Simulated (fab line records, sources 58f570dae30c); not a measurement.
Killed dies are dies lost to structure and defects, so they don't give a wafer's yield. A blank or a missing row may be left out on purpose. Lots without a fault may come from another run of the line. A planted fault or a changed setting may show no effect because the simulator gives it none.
One fault seen from 2 desks | flow berkeley_cmos170 | each desk has only its own numbers; what lay behind them comes last

THE TOOL OWNER'S DESK: furnace-02
The tool's own readings at UCB170_GATE_ANNEAL_03 (time 1800 s): means of the sampled wafers that have a number, for each lot that ran on this tool. A lot is out of limits, marked OUT, if its mean lies more than 4 standard deviations from the usual mean; the brackets give that distance.
Columns: A = spike_tc_source_C at UCB170_GATE_ANNEAL_03, usual 924.4 C; B = tube_center_temp_C at UCB170_GATE_ANNEAL_03, usual 900 C
lot  | first seen here | A     | B
L353 | day 7 18:20     | 926.8 | 900
L357 | day 8 13:00     | 928.1 | 900
L358 | day 8 13:00     | 927.0 | 900
This desk's finding: nothing out of limits on any of the 3 lots.

THE METROLOGY DESK
What the gauges read, lot by lot, whatever tool the lot ran on: means of the sampled wafers that have a number. A lot is out of limits, marked OUT, if its mean lies more than 4 standard deviations from the usual mean; the brackets give that distance. Of its 11 readings 7 are shown: those that lie furthest out on some lot.
Columns: A = PVT_TW at UCB170_PVT_TW_MEAS_09, usual 508; B = GATE_OXIDE_THK at UCB170_GATE_THK_MEAS_02, usual 6.57 nm; C = GATE_POLY_THK at UCB170_GATE_THK_MEAS_05, usual 212.9 nm; D = cd_nm at UCB170_GATE_CD_MEAS_12, usual 349.5 nm; E = GATE_OVL at UCB170_GATE_OVL_MEAS_13, usual 1 nm; F = cd_nm at UCB170_GATE_CD_MEAS_90, usual 349.5 nm; G = PLDD_TW at UCB170_PLDD_TW_MEAS_11, usual 1009
lot  | first seen here | A   | B    | C     | D     | E  | F     | G
L346 | day 6 10:35     | 504 | 6.54 | 212.8 | 351.7 | -8 | 351.8 | 1008
L349 | day 6 10:51     | 509 | 6.48 | 216.3 | 348.4 | 7  | 349.0 | 1011
L353 | day 7 11:53     | 508 | 6.61 | 211.3 | 348.5 | -1 | 348.6 | 1019
L357 | day 8 06:39     | 511 | 6.57 | 215.3 | 351.0 | -2 | 350.6 | 1002
L358 | day 8 07:21     | 506 | 6.61 | 213.9 | 348.1 | -2 | 348.7 | 1018
L366 | day 10 04:07    | 503 | 6.36 | 213.1 | 352.0 | 4  | 351.3 | 1000
This desk's finding: nothing out of limits on any of the 6 lots.

PUT TOGETHER
The tool owner's desk saw nothing out of limits.
The metrology desk saw nothing out of limits.

WHAT THE SIMULATOR HAD PUT IN
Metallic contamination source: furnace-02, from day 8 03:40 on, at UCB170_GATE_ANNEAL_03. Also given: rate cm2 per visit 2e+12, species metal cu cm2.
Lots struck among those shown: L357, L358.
